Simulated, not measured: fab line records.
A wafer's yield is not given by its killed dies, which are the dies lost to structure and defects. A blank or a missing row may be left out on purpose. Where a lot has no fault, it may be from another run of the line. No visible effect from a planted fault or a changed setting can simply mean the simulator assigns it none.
The tool behind it: which one? || flow rit cmos || 14 lots with 42 wafers sampled at 4 steps, on a route of 202 steps

WHAT THE GAUGES READ, wafer by wafer
RIT_PLDD_OVL_MEAS_06. Usual: PLDD_OVL gives 0.0 nm (standard deviation 1.4).
{"lot": "L187", "measured": "day 3 01:01", "on": "overlay-01", "PLDD_OVL (nm)": "-1.5 0.8 -1.0", "flag": ""}
{"lot": "L189", "measured": "day 3 09:42", "on": "overlay-01", "PLDD_OVL (nm)": "2.8 0.7 0.1", "flag": ""}
{"lot": "L190", "measured": "day 3 17:02", "on": "overlay-01", "PLDD_OVL (nm)": "-1.6 -0.8 -1.7", "flag": ""}
{"lot": "L191", "measured": "day 3 22:15", "on": "overlay-02", "PLDD_OVL (nm)": "-0.1 -0.5 0.4", "flag": ""}
{"lot": "L192", "measured": "day 4 07:22", "on": "overlay-01", "PLDD_OVL (nm)": "1.2 -1.6 0.5", "flag": ""}
{"lot": "L193", "measured": "day 4 07:36", "on": "overlay-02", "PLDD_OVL (nm)": "0.7 0.1 1.5", "flag": ""}
{"lot": "L195", "measured": "day 4 16:49", "on": "overlay-02", "PLDD_OVL (nm)": "2.0 0.3 0.3", "flag": ""}
{"lot": "L196", "measured": "day 5 01:18", "on": "overlay-02", "PLDD_OVL (nm)": "-0.3 -0.2 2.9", "flag": ""}
{"lot": "L200", "measured": "day 5 20:26", "on": "overlay-01", "PLDD_OVL (nm)": "2.3 0.7 0.9", "flag": ""}
{"lot": "L201", "measured": "day 6 02:15", "on": "overlay-01", "PLDD_OVL (nm)": "0.7 -0.3 0.8", "flag": ""}
{"lot": "L202", "measured": "day 6 04:37", "on": "overlay-01", "PLDD_OVL (nm)": "-0.8 -2.1 -2.1", "flag": ""}
{"lot": "L206", "measured": "day 7 02:52", "on": "overlay-01", "PLDD_OVL (nm)": "-0.9 0.8 0.6", "flag": ""}
{"lot": "L207", "measured": "day 7 09:41", "on": "overlay-02", "PLDD_OVL (nm)": "1.8 -1.2 -2.2", "flag": ""}
{"lot": "L209", "measured": "day 7 21:08", "on": "overlay-01", "PLDD_OVL (nm)": "0.0 2.0 1.6", "flag": ""}

RIT_CONTACT_CD_MEAS_08: target cd 1000 nm. Usual: cd nm 999.8 nm, standard deviation 2.1.
{"lot": "L187", "measured": "day 3 10:40", "on": "cd sem-02", "cd nm (nm)": "997.0 999.5 997.6", "flag": ""}
{"lot": "L189", "measured": "day 3 18:23", "on": "cd sem-02", "cd nm (nm)": "994.8 995.5 995.1", "flag": ""}
{"lot": "L190", "measured": "day 4 02:41", "on": "cd sem-01", "cd nm (nm)": "999.5 1000.9 1000.2", "flag": ""}
{"lot": "L191", "measured": "day 4 06:47", "on": "cd sem-01", "cd nm (nm)": "999.4 997.8 996.9", "flag": ""}
{"lot": "L192", "measured": "day 4 16:07", "on": "cd sem-01", "cd nm (nm)": "998.0 997.5 995.7", "flag": ""}
{"lot": "L193", "measured": "day 4 17:10", "on": "cd sem-02", "cd nm (nm)": "1000.6 1000.7 999.1", "flag": ""}
{"lot": "L195", "measured": "day 5 01:22", "on": "cd sem-02", "cd nm (nm)": "1002.1 1000.3 1001.4", "flag": ""}
{"lot": "L196", "measured": "day 5 10:37", "on": "cd sem-01", "cd nm (nm)": "1001.8 1001.5 1001.1", "flag": ""}
{"lot": "L200", "measured": "day 6 05:30", "on": "cd sem-02", "cd nm (nm)": "998.9 996.4 999.4", "flag": ""}
{"lot": "L201", "measured": "day 6 11:14", "on": "cd sem-02", "cd nm (nm)": "997.2 995.4 996.2", "flag": ""}
{"lot": "L202", "measured": "day 6 13:23", "on": "cd sem-01", "cd nm (nm)": "1001.7 1002.3 1000.4", "flag": ""}
{"lot": "L206", "measured": "day 7 11:26", "on": "cd sem-01", "cd nm (nm)": "1001.5 999.4 1002.6", "flag": ""}
{"lot": "L207", "measured": "day 7 18:40", "on": "cd sem-01", "cd nm (nm)": "1002.2 1001.6 1002.3", "flag": ""}
{"lot": "L209", "measured": "day 8 05:49", "on": "cd sem-02", "cd nm (nm)": "999.1 1000.0 999.1", "flag": ""}

TOOL THAT RAN EACH LOT (tool first, then ch and the chambers of the sampled wafers, then the start)
{"lot": "L187", "RIT_NLDD_STRIP_09": "plasma asher-02 ch 0,1, day 2 23:47", "RIT_NSD_STRIP_09": "plasma asher-03 ch 0,1, day 3 06:21"}
{"lot": "L189", "RIT_NLDD_STRIP_09": "plasma asher-02 ch 0,1, day 3 08:20", "RIT_NSD_STRIP_09": "plasma asher-01 ch 0,1, day 3 14:11"}
{"lot": "L190", "RIT_NLDD_STRIP_09": "plasma asher-02 ch 0,1, day 3 15:49", "RIT_NSD_STRIP_09": "plasma asher-02 ch 0,1, day 3 22:16"}
{"lot": "L191", "RIT_NLDD_STRIP_09": "plasma asher-04 ch 0,1, day 3 20:53", "RIT_NSD_STRIP_09": "plasma asher-03 ch 0,1, day 4 02:30"}
{"lot": "L192", "RIT_NLDD_STRIP_09": "plasma asher-04 ch 0,1, day 4 06:09", "RIT_NSD_STRIP_09": "plasma asher-02 ch 0,1, day 4 11:37"}
{"lot": "L193", "RIT_NLDD_STRIP_09": "plasma asher-01 ch 0,1, day 4 06:23", "RIT_NSD_STRIP_09": "plasma asher-03 ch 0,1, day 4 12:53"}
{"lot": "L195", "RIT_NLDD_STRIP_09": "plasma asher-01 ch 0,1, day 4 15:24", "RIT_NSD_STRIP_09": "plasma asher-01 ch 0,1, day 4 21:04"}
{"lot": "L196", "RIT_NLDD_STRIP_09": "plasma asher-01 ch 0,1, day 5 00:05", "RIT_NSD_STRIP_09": "plasma asher-01 ch 0,1, day 5 06:19"}
{"lot": "L200", "RIT_NLDD_STRIP_09": "plasma asher-02 ch 0,1, day 5 19:20", "RIT_NSD_STRIP_09": "plasma asher-02 ch 0,1, day 6 00:43"}
{"lot": "L201", "RIT_NLDD_STRIP_09": "plasma asher-04 ch 0,1, day 6 00:55", "RIT_NSD_STRIP_09": "plasma asher-02 ch 0,1, day 6 06:41"}
{"lot": "L202", "RIT_NLDD_STRIP_09": "plasma asher-04 ch 0,1, day 6 03:31", "RIT_NSD_STRIP_09": "plasma asher-03 ch 0,1, day 6 09:01"}
{"lot": "L206", "RIT_NLDD_STRIP_09": "plasma asher-04 ch 0,1, day 7 01:40", "RIT_NSD_STRIP_09": "plasma asher-02 ch 0,1, day 7 07:07"}
{"lot": "L207", "RIT_NLDD_STRIP_09": "plasma asher-02 ch 0,1, day 7 08:35", "RIT_NSD_STRIP_09": "plasma asher-02 ch 0,1, day 7 14:14"}
{"lot": "L209", "RIT_NLDD_STRIP_09": "plasma asher-04 ch 1, day 7 20:01", "RIT_NSD_STRIP_09": "plasma asher-02 ch 0,1, day 8 01:29"}
- RIT_NLDD_STRIP_09: strips in O2, time 180 s.
- RIT_NSD_STRIP_09: strips in O2, time 180 s.

WHAT THE TOOLS THEMSELVES READ (means of the sampled wafers that have a number; where no wafer has one, the mark that the record gives instead)
RIT_NLDD_STRIP_09. Usual: drypump motor current A 5.2 A, standard deviation 0.36.
{"lot": "L187", "tool": "plasma asher-02", "drypump motor current A (A)": 5.2, "flag": ""}
{"lot": "L189", "tool": "plasma asher-02", "drypump motor current A (A)": 5.2, "flag": ""}
{"lot": "L190", "tool": "plasma asher-02", "drypump motor current A (A)": 5.6, "flag": ""}
{"lot": "L191", "tool": "plasma asher-04", "drypump motor current A (A)": 5.2, "flag": ""}
{"lot": "L192", "tool": "plasma asher-04", "drypump motor current A (A)": 5.0, "flag": ""}
{"lot": "L193", "tool": "plasma asher-01", "drypump motor current A (A)": 5.2, "flag": ""}
{"lot": "L195", "tool": "plasma asher-01", "drypump motor current A (A)": 5.2, "flag": ""}
{"lot": "L196", "tool": "plasma asher-01", "drypump motor current A (A)": 5.2, "flag": ""}
{"lot": "L200", "tool": "plasma asher-02", "drypump motor current A (A)": 5.6, "flag": ""}
{"lot": "L201", "tool": "plasma asher-04", "drypump motor current A (A)": 5.0, "flag": ""}
{"lot": "L202", "tool": "plasma asher-04", "drypump motor current A (A)": 5.2, "flag": ""}
{"lot": "L206", "tool": "plasma asher-04", "drypump motor current A (A)": 5.0, "flag": ""}
{"lot": "L207", "tool": "plasma asher-02", "drypump motor current A (A)": 5.6, "flag": ""}
{"lot": "L209", "tool": "plasma asher-04", "drypump motor current A (A)": 5.4, "flag": ""}

RIT_NSD_STRIP_09. Usual: drypump motor current A 5.5 A, standard deviation 0.47.
{"lot": "L187", "tool": "plasma asher-03", "drypump motor current A (A)": 6.0, "flag": ""}
{"lot": "L189", "tool": "plasma asher-01", "drypump motor current A (A)": 5.2, "flag": ""}
{"lot": "L190", "tool": "plasma asher-02", "drypump motor current A (A)": 5.2, "flag": ""}
{"lot": "L191", "tool": "plasma asher-03", "drypump motor current A (A)": 6.1, "flag": ""}
{"lot": "L192", "tool": "plasma asher-02", "drypump motor current A (A)": 5.2, "flag": ""}
{"lot": "L193", "tool": "plasma asher-03", "drypump motor current A (A)": 6.1, "flag": ""}
{"lot": "L195", "tool": "plasma asher-01", "drypump motor current A (A)": 5.2, "flag": ""}
{"lot": "L196", "tool": "plasma asher-01", "drypump motor current A (A)": 5.2, "flag": ""}
{"lot": "L200", "tool": "plasma asher-02", "drypump motor current A (A)": 5.6, "flag": ""}
{"lot": "L201", "tool": "plasma asher-02", "drypump motor current A (A)": 5.2, "flag": ""}
{"lot": "L202", "tool": "plasma asher-03", "drypump motor current A (A)": 6.1, "flag": ""}
{"lot": "L206", "tool": "plasma asher-02", "drypump motor current A (A)": 5.2, "flag": ""}
{"lot": "L207", "tool": "plasma asher-02", "drypump motor current A (A)": 5.2, "flag": ""}
{"lot": "L209", "tool": "plasma asher-02", "drypump motor current A (A)": 5.2, "flag": ""}

THE ANSWER, worked out from the rows above alone
Rule: lot off if the mean of its wafers having a number is beyond 3 standard deviations from the usual mean. Also off: a lot with no number at a reading for which 4 or more lots have one. Any other lot the step has rows for is counted as sound. Order of review: gauges by route order, followed by the tools' own readings, for which a lot's mean as printed above is used. The first step at which some lot is off is used, and at that step the reading that is off furthest; a lot without a number counts as furthest.
Across all readings shown, no lot is off: no conclusion can be drawn from this.

WHAT HAD BEEN PUT IN BY THE SIMULATOR
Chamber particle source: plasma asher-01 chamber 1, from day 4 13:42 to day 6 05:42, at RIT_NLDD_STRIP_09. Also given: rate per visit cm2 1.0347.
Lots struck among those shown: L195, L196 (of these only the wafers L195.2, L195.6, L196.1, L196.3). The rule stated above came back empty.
